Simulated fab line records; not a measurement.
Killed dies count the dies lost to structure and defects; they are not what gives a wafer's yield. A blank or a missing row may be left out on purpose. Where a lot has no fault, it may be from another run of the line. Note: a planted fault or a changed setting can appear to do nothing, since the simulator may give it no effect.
fab line records	flow rit_cmos
record: lots: 14	wafers: 42	last_day: 7
route steps=202 shown NLDD@112 PLDD@120 NSD@140 CONTACT@176 M1@202
lots that met no fault: taken from a fault-free run of the same line
start_h: hours from the record's opening day to when the first of the lot's shown wafers began	wait_h: hours since the lot's step before	" the same as in the row above	L1.1+2: a single row standing in for several wafers	- no value, or no start was given	* or withheld: withheld	< > ~ a bound
route shown NAME@n: a module of which the file shows steps, and the number in the route of the first	usual: mean and standard deviation over wafers with no fault	same: alike in all rows	chamber/n: place in a boat	sites: each site's reading	_std_site: standard deviation across them	_edge_site: mean of outer sites minus mean of inner sites	radius_mm: how far each site lies from the wafer's centre	mask NAME#n: copy n	behind: tool/chamber where the wafer was last shaped	hold: cause of the lot's hold/its duration in hours/its outcome	device: the n, p or np transistor that did not switch	end of line: the route-end tests of the same wafers	where a step has no rows: the recipe by itself	killed: the dies lost at the first sort to structure and to defects; this is not the yield of the wafer	map: per-die view of a wafer (x killed, . not killed, _ where there is no die)
set.NAME: the setting the step ran with; set.NAME@STEP: the setting that earlier step ran with	model.NAME: the simulator's own value behind a step, which no gauge read
route steps across a sampled set of lots; one table per step, one row per wafer
services: from which hour (start_h, from the record's first day; less than 0 if before it) a tool's chamber was out of use, for how many hours, and why
== steps ==
step: RIT_NLDD_STRIP_09
recipe: chemistry: O2	time_s: 180	resist: NOVOLAK	platen_temp_c: withheld	power_w: 500	pressure_mtorr: 4000	o2_flow_sccm: 4000
usual: drypump_motor_current_A: 5.2/0.36
lot.wafer	tool	chamber	start_h	wait_h	drypump_motor_current_A	rf_hours_counter_h
L187.1	plasma_asher-02	1	47.79	0.1	4.9	39
L187.4	"	1	"	"	4.9	-
L187.5	"	0	"	"	5.9	-
L189.2	plasma_asher-02	1	56.34	0.1	4.9	40
L189.3	"	1	"	"	4.9	-
L189.4	"	0	"	"	5.9	-
L190.1	plasma_asher-02	1	63.82	0.1	4.9	40
L190.2	"	0	"	"	5.9	40
L190.3	"	0	"	"	5.9	-
L191.1	plasma_asher-04	0	68.88	0.1	4.8	43
L191.2	"	1	"	"	5.4	43
L191.3	"	1	"	"	5.4	-
L192.1	plasma_asher-04	0	78.15	0.1	4.8	44
L192.4	"	1	"	"	5.4	-
L192.5	"	0	"	"	4.8	-
L193.1	plasma_asher-01	1	78.39	0.1	5.3	43
L193.2	"	0	"	"	5.1	43
L193.5	"	0	"	"	5.1	-
L195.2	plasma_asher-01	1	87.40	0.1	5.3	44
L195.5	"	0	"	"	5.1	-
L195.6	"	1	"	"	5.3	-
L196.1	plasma_asher-01	1	96.09	0.1	5.3	45
L196.3	"	1	"	"	5.3	-
L196.5	"	0	"	"	5.1	-
L200.2	plasma_asher-02	1	115.34	0.1	4.9	46
L200.3	"	0	"	"	5.9	-
L200.6	"	0	"	"	5.9	-
L201.3	plasma_asher-04	0	120.91	0.1	4.8	-
L201.5	"	1	"	"	5.4	-
L201.6	"	0	"	"	4.8	-
L202.1	plasma_asher-04	1	123.52	0.1	5.4	0
L202.4	"	1	"	"	5.4	-
L202.5	"	0	"	"	4.8	-
L206.1	plasma_asher-04	0	145.66	0.1	4.8	3
L206.3	"	1	"	"	5.4	-
L206.5	"	0	"	"	4.8	-
L207.2	plasma_asher-02	0	152.59	0.1	5.9	50
L207.3	"	0	"	"	5.9	-
L207.6	"	1	"	"	4.9	-
L209.1	plasma_asher-04	1	164.01	0.1	5.4	5
L209.4	"	1	"	"	5.4	-
L209.6	"	1	"	"	5.4	-
step: RIT_PLDD_OVL_MEAS_06
usual: PLDD_OVL: 0.0/1.4
lot.wafer	tool	chamber	start_h	wait_h	PLDD_OVL[nm]
L187.1	overlay-01	-	49.01	-	-1.5
L187.4	"	-	"	"	0.8
L187.5	"	-	"	"	-1.0
L189.2	overlay-01	-	57.70	-	2.8
L189.3	"	-	"	"	0.7
L189.4	"	-	"	"	0.1
L190.1	overlay-01	-	65.03	-	-1.6
L190.2	"	-	"	"	-0.8
L190.3	"	-	"	"	-1.7
L191.1	overlay-02	-	70.25	-	-0.1
L191.2	"	-	"	"	-0.5
L191.3	"	-	"	"	0.4
L192.1	overlay-01	-	79.36	-	1.2
L192.4	"	-	"	"	-1.6
L192.5	"	-	"	"	0.5
L193.1	overlay-02	-	79.60	-	0.7
L193.2	"	-	"	"	0.1
L193.5	"	-	"	"	1.5
L195.2	overlay-02	-	88.82	-	2.0
L195.5	"	-	"	"	0.3
L195.6	"	-	"	"	0.3
L196.1	overlay-02	-	97.30	-	-0.3
L196.3	"	-	"	"	-0.2
L196.5	"	-	"	"	2.9
L200.2	overlay-01	-	116.43	-	2.3
L200.3	"	-	"	"	0.7
L200.6	"	-	"	"	0.9
L201.3	overlay-01	-	122.25	-	0.7
L201.5	"	-	"	"	-0.3
L201.6	"	-	"	"	0.8
L202.1	overlay-01	-	124.61	-	-0.8
L202.4	"	-	"	"	-2.1
L202.5	"	-	"	"	-2.1
L206.1	overlay-01	-	146.87	-	-0.9
L206.3	"	-	"	"	0.8
L206.5	"	-	"	"	0.6
L207.2	overlay-02	-	153.68	-	1.8
L207.3	"	-	"	"	-1.2
L207.6	"	-	"	"	-2.2
L209.1	overlay-01	-	165.14	-	0.0
L209.4	"	-	"	"	2.0
L209.6	"	-	"	"	1.6
step: RIT_NSD_STRIP_09
recipe: chemistry: O2	time_s: 180	resist: NOVOLAK	platen_temp_c: withheld	power_w: 500	pressure_mtorr: 4000	o2_flow_sccm: 4000
usual: drypump_motor_current_A: 5.5/0.47
lot.wafer	tool	chamber	start_h	wait_h	drypump_motor_current_A	rf_hours_counter_h
L187.1	plasma_asher-03	0	54.35	0.1	5.9	27
L187.4	"	1	"	"	6.2	-
L187.5	"	0	"	"	5.9	-
L189.2	plasma_asher-01	0	62.18	0.1	5.1	42
L189.3	"	1	"	"	5.3	-
L189.4	"	0	"	"	5.1	-
L190.1	plasma_asher-02	1	70.27	0.1	4.9	41
L190.2	"	0	"	"	5.9	41
L190.3	"	1	"	"	4.9	-
L191.1	plasma_asher-03	0	74.50	0.1	5.9	29
L191.2	"	1	"	"	6.2	29
L191.3	"	1	"	"	6.2	-
L192.1	plasma_asher-02	0	83.61	0.1	5.9	43
L192.4	"	1	"	"	4.9	-
L192.5	"	1	"	"	4.9	-
L193.1	plasma_asher-03	1	84.88	0.1	6.1	30
L193.2	"	0	"	"	5.9	30
L193.5	"	1	"	"	6.2	-
L195.2	plasma_asher-01	1	93.06	0.1	5.3	45
L195.5	"	1	"	"	5.3	-
L195.6	"	0	"	"	5.1	-
L196.1	plasma_asher-01	0	102.32	0.1	5.1	45
L196.3	"	1	"	"	5.3	-
L196.5	"	0	"	"	5.1	-
L200.2	plasma_asher-02	0	120.72	0.1	5.9	47
L200.3	"	1	"	"	4.9	-
L200.6	"	0	"	"	5.9	-
L201.3	plasma_asher-02	1	126.69	0.1	4.9	-
L201.5	"	1	"	"	4.9	-
L201.6	"	0	"	"	5.9	-
L202.1	plasma_asher-03	1	129.02	0.1	6.2	35
L202.4	"	0	"	"	5.9	-
L202.5	"	1	"	"	6.1	-
L206.1	plasma_asher-02	0	151.12	0.1	5.9	50
L206.3	"	1	"	"	4.9	-
L206.5	"	1	"	"	4.9	-
L207.2	plasma_asher-02	1	158.23	0.1	4.9	51
L207.3	"	0	"	"	5.9	-
L207.6	"	1	"	"	4.9	-
L209.1	plasma_asher-02	1	169.49	0.1	4.9	52
L209.4	"	0	"	"	5.9	-
L209.6	"	1	"	"	4.9	-
step: RIT_CONTACT_CD_MEAS_08
recipe: target_cd_nm: 1000
usual: cd_nm: 999.8/2.1
lot.wafer	tool	chamber	start_h	wait_h	cd_nm
L187.1	cd_sem-02	-	58.66	-	997.0
L187.4	"	-	"	"	999.5
L187.5	"	-	"	"	997.6
L189.2	cd_sem-02	-	66.39	-	994.8
L189.3	"	-	"	"	995.5
L189.4	"	-	"	"	995.1
L190.1	cd_sem-01	-	74.68	-	999.5
L190.2	"	-	"	"	1000.9
L190.3	"	-	"	"	1000.2
L191.1	cd_sem-01	-	78.78	-	999.4
L191.2	"	-	"	"	997.8
L191.3	"	-	"	"	996.9
L192.1	cd_sem-01	-	88.11	-	998.0
L192.4	"	-	"	"	997.5
L192.5	"	-	"	"	995.7
L193.1	cd_sem-02	-	89.17	-	1000.6
L193.2	"	-	"	"	1000.7
L193.5	"	-	"	"	999.1
L195.2	cd_sem-02	-	97.37	-	1002.1
L195.5	"	-	"	"	1000.3
L195.6	"	-	"	"	1001.4
L196.1	cd_sem-01	-	106.62	-	1001.8
L196.3	"	-	"	"	1001.5
L196.5	"	-	"	"	1001.1
L200.2	cd_sem-02	-	125.50	-	998.9
L200.3	"	-	"	"	996.4
L200.6	"	-	"	"	999.4
L201.3	cd_sem-02	-	131.23	-	997.2
L201.5	"	-	"	"	995.4
L201.6	"	-	"	"	996.2
L202.1	cd_sem-01	-	133.38	-	1001.7
L202.4	"	-	"	"	1002.3
L202.5	"	-	"	"	1000.4
L206.1	cd_sem-01	-	155.44	-	1001.5
L206.3	"	-	"	"	999.4
L206.5	"	-	"	"	1002.6
L207.2	cd_sem-01	-	162.67	-	1002.2
L207.3	"	-	"	"	1001.6
L207.6	"	-	"	"	1002.3
L209.1	cd_sem-02	-	173.82	-	999.1
L209.4	"	-	"	"	1000.0
L209.6	"	-	"	"	999.1
step: RIT_M1_PROBE_99
usual: killed_at_M0_to_M3: 0.0/0.14	killed_at_contacts: 0.1/0.31	killed_at_front_end: 7/3.2	killed_dies: 7/3.2	killed_on_rim: 1.9/1.4	killed_open: 3.6/1.9	killed_short: 3.6/2
same: gross_dies: 264	killed_at_M4_up: 0	killed_at_back_side: 0	killed_at_other: 0
lot.wafer	tool	chamber	start_h	wait_h	killed_at_M0_to_M3	killed_at_contacts	killed_at_front_end	killed_dies	killed_on_rim	killed_open	killed_short
L195.2	prober-02	-	102.82	0.1	0	0	26	26	9	4	2
L195.5	prober-02	-	102.97	0.2	0	0	6	6	2	3	3
L195.6	prober-02	-	103.02	0.2	0	0	26	26	9	2	0
L196.1	prober-02	-	111.78	0.1	0	0	26	26	10	1	2
L196.3	prober-02	-	111.88	0.2	0	0	24	24	8	3	2
L196.5	prober-02	-	111.98	0.2	0	0	4	4	1	1	3
L207.2	prober-01	-	167.88	0.1	0	0	4	4	1	1	3
L207.3	prober-01	-	167.93	0.2	1	0	3	4	1	3	1
L207.6	prober-01	-	168.08	0.2	0	0	3	3	2	0	3
killed by level:class
L195.2 NLDD:unspecified=20 FOX1:geometric_particle:open=1 FOX1:geometric_particle:short=1 FOX2:geometric_particle:open=1 GATE:geometric_particle:short=1 REOX:geometric_particle:open=1 SPACER:geometric_particle:open=1
L195.5 SPACER:geometric_particle:open=2 SILICIDE:geometric_particle:short=2 FOX2:geometric_particle:open=1 GATE:geometric_particle:short=1
L195.6 NLDD:unspecified=24 FOX1:geometric_particle:open=1 SPACER:geometric_particle:open=1
L196.1 NLDD:unspecified=23 FOX2:geometric_particle:short=1 GATE:geometric_particle:open=1 SPACER:geometric_particle:short=1
L196.3 NLDD:unspecified=19 FOX1:geometric_particle:short=2 FOX1:geometric_particle:open=1 GATE:geometric_particle:open=1 REOX:geometric_particle:open=1
L196.5 FOX2:geometric_particle:short=1 GATE:geometric_particle:open=1 REOX:geometric_particle:short=1 SPACER:geometric_particle:short=1
L207.2 SILICIDE:geometric_particle:short=2 GATE:geometric_particle:short=1 SPACER:geometric_particle:open=1
L207.3 FOX2:geometric_particle:open=1 SILICIDE:geometric_particle:short=1 SILICIDE:geometric_particle:open=1 M1:geometric_particle:open=1
L207.6 GATE:geometric_particle:short=1 REOX:geometric_particle:short=1 SPACER:geometric_particle:short=1
== services ==
tool	chamber	start_h	hours	kind
plasma_asher-01	-	71.10	1.1	repair
plasma_asher-04	-	93.70	0.7	repair
plasma_asher-04	-	108.75	9.0	pm
plasma_asher-04	0	108.75	9.0	vent_cycle
plasma_asher-04	1	108.75	9.0	vent_cycle
plasma_asher-04	-	117.75	2.8	pm
plasma_asher-04	0	117.75	-	clean
plasma_asher-04	1	117.75	-	clean
== key ==
first_sign: step: RIT_M1_PROBE_99	reading: killed_dies	direction: up	sigmas: 5.7	usual: 7	struck: 26
effect: step: RIT_M1_PROBE_99	reading: killed_at_front_end	direction: up	sigmas: 5.7	usual: 7	struck: 26
met_at RIT_NLDD_STRIP_09
struck_lots L195,L196
struck_wafers L195.2,L195.6,L196.1,L196.3
tester_left_out L195,L196
not_acting_at RIT_PLDD_OVL_MEAS_06,RIT_NSD_STRIP_09,RIT_CONTACT_CD_MEAS_08
onset_between 78.39 87.40
fault: kind: chamber_particle_source	tool: plasma_asher-01	chamber: 1	onset_h: 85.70	steps: RIT_NLDD_STRIP_09	rate_per_visit_cm2: 1.0347	end_h: 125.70
tester_left_out: of these lots the tester's yield and bins aren't shown, on N5 and GAA mostly nor the transistor test; their killed dies are dies lost to structure and defects alone, not to doping, threshold or leakage, so they don't give the yield
